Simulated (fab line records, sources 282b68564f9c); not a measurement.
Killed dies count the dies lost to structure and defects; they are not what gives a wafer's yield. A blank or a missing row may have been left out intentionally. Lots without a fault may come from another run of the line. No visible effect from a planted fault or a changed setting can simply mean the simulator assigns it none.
fab line records	flow rit-cmos
record lots=14	wafers=42	last-day=7
route steps=202 shown NWELL@37 NRETRO@55 GATE@83 M1@202
lots that met no fault: from a run of the same line without faults
start-h: the number of hours between the record's first day and the start of the first shown wafer of the lot	wait-h: hours since the lot's step before	" identical to the entry in the row above	L1.1+2: a row that stands for several wafers	- either no value or no given start	* or withheld: withheld	< > ~ a bound
route shown NAME@n: a module of which the file shows steps, and the number in the route of the first	usual: mean/standard deviation taken from wafers without a fault	same: alike in all rows	chamber/n: place in a boat	sites: the reading at each site	_std_site: how widely they spread, as a standard deviation	_edge_site: the outer-site mean with the inner-site mean subtracted	radius-mm: how far each site lies from the wafer's centre	mask NAME#n: copy n	behind: the last tool/chamber to shape the wafer	hold: why the lot went on hold/how many hours it stayed there/how the hold came to an end	device: transistor that didn't switch, given as n, p or np	end of line: tests run on the same wafers once the route is complete	a step with no rows: only its recipe	killed: not the wafer's yield, but the dies lost to structure and defects at the first sort	map: a wafer's dies, x killed, . not, _ none there
set.NAME: the setting that was run; set.NAME@STEP: the one run at that earlier step	model.NAME: the simulator's own value behind a step, which no gauge read
route steps across a sampled set of lots; one table per step, one row per wafer
services: a tool's chamber out of use, with start hour (start-h, from the record's first day; less than 0 if before it), hours out, and reason
## steps
# step RIT_NWELL_STRIP_09
# recipe chemistry=O2	time-s=180	resist=NOVOLAK	platen-temp-c=withheld	power-w=500	pressure-mtorr=4000	o2-flow-sccm=4000
# usual drypump-motor-current-A=5.5/0.6
# same time-s=180
lot.wafer	tool	chamber	start-h	wait-h	drypump-motor-current-A	rf-hours-counter-h
L222.1	plasma-asher-02	0	30.81	0.1	5.3	38
L222.3	"	1	"	"	6.2	-
L222.5	"	1	"	"	6.2	-
L224.2	plasma-asher-04	1	41.51	0.1	6.6	41
L224.5	"	1	"	"	6.5	-
L224.6	"	0	"	"	5.0	-
L225.1	plasma-asher-02	0	45.81	0.1	5.3	40
L225.4	"	1	"	"	6.1	-
L225.6	"	0	"	"	5.3	-
L227.1	plasma-asher-04	1	57.94	0.1	6.6	43
L227.3	"	1	"	"	6.5	-
L227.5	"	0	"	"	5.0	-
L228.4	plasma-asher-01	0	62.38	0.1	5.2	-
L228.5	"	1	"	"	4.8	-
L228.6	"	0	"	"	5.2	-
L230.4	plasma-asher-04	1	72.51	0.1	6.5	-
L230.5	"	0	"	"	5.0	-
L230.6	"	1	"	"	6.5	-
L231.1	plasma-asher-02	0	77.35	0.1	5.3	44
L231.2	"	1	"	"	6.1	44
L231.6	"	0	"	"	5.3	-
L232.3	plasma-asher-01	1	83.56	0.1	4.8	-
L232.4	"	0	"	"	5.2	-
L232.5	"	1	"	"	4.8	-
L235.1	plasma-asher-02	1	98.53	0.1	6.2	46
L235.3	"	1	"	"	6.1	-
L235.6	"	1	"	"	6.1	-
L238.1	plasma-asher-04	0	113.48	0.1	5.0	48
L238.4	"	1	"	"	6.5	-
L238.5	"	1	"	"	6.6	-
L239.3	plasma-asher-01	1	122.54	0.1	4.8	-
L239.5	"	0	"	"	5.2	-
L239.6	"	1	"	"	4.8	-
L240.1	plasma-asher-02	1	123.79	0.1	6.2	1
L240.3	"	1	"	"	6.2	-
L240.5	"	0	"	"	5.3	-
L241.1	plasma-asher-01	1	129.57	0.1	4.8	33
L241.3	"	0	"	"	5.2	-
L241.4	"	1	"	"	4.8	-
L242.3	plasma-asher-01	1	135.27	0.1	4.8	-
L242.4	"	0	"	"	5.2	-
L242.6	"	1	"	"	4.9	-
# step RIT_NRETRO_SOFTBAKE_02
# recipe resist=NOVOLAK	temp-c=90	time-s=60
# usual heater-power-total-W=34.57/0.05	plate-temp-C=89.99/0.13
# same time-s=60
lot.wafer	tool	chamber	start-h	wait-h	heater-power-total-W	plate-temp-C
L222.1	litho-track-01	0	40.39	0.1	34.60	90.01
L222.3	"	0	"	"	34.53	90.16
L222.5	"	0	"	"	34.62	89.85
L224.2	litho-track-01	0	49.16	0.1	34.63	90.05
L224.5	"	0	"	"	34.65	89.97
L224.6	"	0	"	"	34.55	89.93
L225.1	litho-track-04	0	53.72	0.1	34.51	90.12
L225.4	"	0	"	"	34.53	90.20
L225.6	"	0	"	"	34.52	90.21
L227.1	litho-track-04	0	65.76	0.1	34.61	90.12
L227.3	"	0	"	"	34.55	89.94
L227.5	"	0	"	"	34.64	89.79
L228.4	litho-track-04	0	70.12	0.1	34.53	89.96
L228.5	"	0	"	"	34.41	90.17
L228.6	"	0	"	"	34.64	89.73
L230.4	litho-track-04	0	80.44	0.1	34.56	89.96
L230.5	"	0	"	"	34.63	89.92
L230.6	"	0	"	"	34.54	90.14
L231.1	litho-track-04	0	85.45	0.1	34.94	90.56
L231.2	"	0	"	"	35.00	90.66
L231.6	"	0	"	"	34.94	90.70
L232.3	litho-track-04	0	92.73	0.1	34.95	90.38
L232.4	"	0	"	"	35.02	90.58
L232.5	"	0	"	"	34.99	90.57
L235.1	litho-track-01	0	107.76	0.1	34.55	89.91
L235.3	"	0	"	"	34.55	89.98
L235.6	"	0	"	"	34.59	89.92
L238.1	litho-track-01	0	124.18	0.1	34.59	90.03
L238.4	"	0	"	"	34.61	89.96
L238.5	"	0	"	"	34.51	89.84
L239.3	litho-track-01	0	129.94	0.1	34.57	89.84
L239.5	"	0	"	"	34.59	90.07
L239.6	"	0	"	"	34.61	89.99
L240.1	litho-track-02	0	132.83	0.1	34.61	89.81
L240.3	"	0	"	"	34.60	90.17
L240.5	"	0	"	"	34.59	90.02
L241.1	litho-track-02	0	137.76	0.1	34.48	90.09
L241.3	"	0	"	"	34.57	90.02
L241.4	"	0	"	"	34.59	90.06
L242.3	litho-track-01	0	142.89	0.1	34.57	90.05
L242.4	"	0	"	"	34.59	89.98
L242.6	"	0	"	"	34.49	90.02
# step RIT_GATE_THK_MEAS_07
# recipe reads=SiO2_of_GATE_OXIDATION_05
# usual GATE_OXIDE_THK=3.01/0.071
lot.wafer	tool	chamber	start-h	wait-h	GATE_OXIDE_THK[nm]
L222.1	film-metro-04	-	45.13	0.0	2.99
L222.3	"	-	"	"	2.90
L222.5	"	-	"	"	2.97
L224.2	film-metro-02	-	54.66	0.0	3.03
L224.5	"	-	"	"	3.09
L224.6	"	-	"	"	3.01
L225.1	film-metro-04	-	58.75	0.0	3.07
L225.4	"	-	"	"	3.13
L225.6	"	-	"	"	3.04
L227.1	film-metro-02	-	71.72	0.0	2.99
L227.3	"	-	"	"	2.98
L227.5	"	-	"	"	2.95
L228.4	film-metro-03	-	74.81	0.0	3.08
L228.5	"	-	"	"	3.08
L228.6	"	-	"	"	2.99
L230.4	film-metro-04	-	85.14	0.0	3.03
L230.5	"	-	"	"	3.05
L230.6	"	-	"	"	2.97
L231.1	film-metro-02	-	92.39	0.0	3.00
L231.2	"	-	"	"	3.09
L231.6	"	-	"	"	3.04
L232.3	film-metro-02	-	99.24	0.0	2.96
L232.4	"	-	"	"	2.99
L232.5	"	-	"	"	3.03
L235.1	film-metro-02	-	115.36	0.0	3.05
L235.3	"	-	"	"	3.03
L235.6	"	-	"	"	2.94
L238.1	film-metro-04	-	131.62	0.0	3.10
L238.4	"	-	"	"	3.14
L238.5	"	-	"	"	3.17
L239.3	film-metro-04	-	136.20	0.0	2.94
L239.5	"	-	"	"	3.04
L239.6	"	-	"	"	2.96
L240.1	film-metro-02	-	137.92	0.0	2.96
L240.3	"	-	"	"	2.98
L240.5	"	-	"	"	2.99
L241.1	film-metro-02	-	145.26	0.0	3.08
L241.3	"	-	"	"	3.09
L241.4	"	-	"	"	3.12
L242.3	film-metro-03	-	147.59	0.0	3.17
L242.4	"	-	"	"	3.12
L242.6	"	-	"	"	3.07
# step RIT_GATE_OVL_MEAS_17
# usual GATE_OVL=0.0/1.4
lot.wafer	tool	chamber	start-h	wait-h	GATE_OVL[nm]
L222.1	overlay-01	-	48.08	0.1	0.2
L222.3	"	-	"	"	-0.2
L222.5	"	-	"	"	-0.3
L224.2	overlay-02	-	57.36	0.1	-0.2
L224.5	"	-	"	"	1.3
L224.6	"	-	"	"	0.9
L225.1	overlay-02	-	61.64	0.1	-3.4
L225.4	"	-	"	"	-1.4
L225.6	"	-	"	"	-2.3
L227.1	overlay-02	-	74.48	0.1	-0.4
L227.3	"	-	"	"	0.1
L227.5	"	-	"	"	0.5
L228.4	overlay-01	-	77.50	0.1	0.3
L228.5	"	-	"	"	-0.7
L228.6	"	-	"	"	0.8
L230.4	overlay-02	-	87.96	0.1	0.9
L230.5	"	-	"	"	-0.4
L230.6	"	-	"	"	0.3
L231.1	overlay-02	-	95.22	0.1	1.6
L231.2	"	-	"	"	-0.6
L231.6	"	-	"	"	2.4
L232.3	overlay-01	-	102.06	0.1	0.9
L232.4	"	-	"	"	-0.8
L232.5	"	-	"	"	-1.0
L235.1	overlay-01	-	118.07	0.1	0.3
L235.3	"	-	"	"	1.7
L235.6	"	-	"	"	1.7
L238.1	overlay-01	-	134.32	0.1	3.1
L238.4	"	-	"	"	2.9
L238.5	"	-	"	"	2.6
L239.3	overlay-01	-	140.19	0.1	-1.0
L239.5	"	-	"	"	-3.0
L239.6	"	-	"	"	-2.4
L240.1	overlay-02	-	140.91	0.1	-2.7
L240.3	"	-	"	"	-1.6
L240.5	"	-	"	"	-2.1
L241.1	overlay-01	-	147.97	0.1	-1.3
L241.3	"	-	"	"	-1.7
L241.4	"	-	"	"	-0.3
L242.3	overlay-01	-	151.45	0.1	1.2
L242.4	"	-	"	"	1.0
L242.6	"	-	"	"	2.5
# step RIT_M1_PROBE_99
# usual killed_at_M0_to_M3=0.0/0.12	killed-at-contacts=0.1/0.24	killed-at-front-end=6.6/2.7	killed-dies=6.6/2.7	killed-open=3.3/1.8	killed-short=3.4/1.9
# same gross-dies=264	killed_at_M4_up=0	killed-at-back-side=0	killed-at-other=0
lot.wafer	tool	chamber	start-h	wait-h	killed_at_M0_to_M3	killed-at-contacts	killed-at-front-end	killed-dies	killed-open	killed-short
L227.1	prober-02	-	94.95	0.1	0	0	4	4	0	4
L231.1	prober-02	-	116.98	0.1	0	0	6	6	3	3
L231.2	prober-02	-	117.03	0.1	0	0	6	6	4	2
L231.6	prober-02	-	117.23	0.2	0	0	9	9	3	6
# killed by level:class
L227.1 GATE:geometric-particle:short=3 SPACER:geometric-particle:short=1
L231.1 GATE:geometric-particle:open=2 FOX1:geometric-particle:short=1 FOX2:geometric-particle:short=1 SILICIDE:geometric-particle:open=1 SILICIDE:geometric-particle:short=1
L231.2 GATE:geometric-particle:open=3 FOX1:geometric-particle:short=1 GATE:geometric-particle:short=1 SPACER:geometric-particle:open=1
L231.6 GATE:geometric-particle:short=3 SILICIDE:geometric-particle:short=2 FOX2:geometric-particle:short=1 GATE:geometric-particle:open=1 SPACER:geometric-particle:open=1 SILICIDE:geometric-particle:open=1
## services
tool	chamber	start-h	hours	kind
plasma-asher-04	-	39.45	0.6	repair
plasma-asher-01	-	73.99	2.6	repair
plasma-asher-02	-	108.75	9.0	pm
plasma-asher-02	0	108.75	9.0	vent-cycle
plasma-asher-02	1	108.75	9.0	vent-cycle
plasma-asher-02	0	117.75	-	clean
plasma-asher-02	1	117.75	-	clean
plasma-asher-01	-	137.35	4.3	pm
## key
first-sign step=RIT_NRETRO_SOFTBAKE_02	reading=heater-power-total-W	direction=up	sigmas=8.1	usual=34.57	struck=34.97
effect step=RIT_NRETRO_SOFTBAKE_02	reading=plate-temp-C	direction=up	sigmas=4.4	usual=*	struck=*
met-at RIT_NRETRO_SOFTBAKE_02
struck-lots L231,L232
tester-left-out L231,L232
not-acting-at RIT_NWELL_STRIP_09,RIT_GATE_THK_MEAS_07,RIT_GATE_OVL_MEAS_17
onset-between 80.44 85.45
fault kind=process-parameter-drift	tool=litho-track-04	chamber=-	onset-h=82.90	steps=RIT_NRETRO_SOFTBAKE_02	channel=temp-c	offset=*	shape=step	end-h=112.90	acts-in=*	stated=*
# tester-left-out: of these lots the tester's yield and bins aren't shown, on N5 and GAA mostly nor the transistor test; their killed dies are dies lost to structure and defects alone, not to doping, threshold or leakage, so they don't give the yield
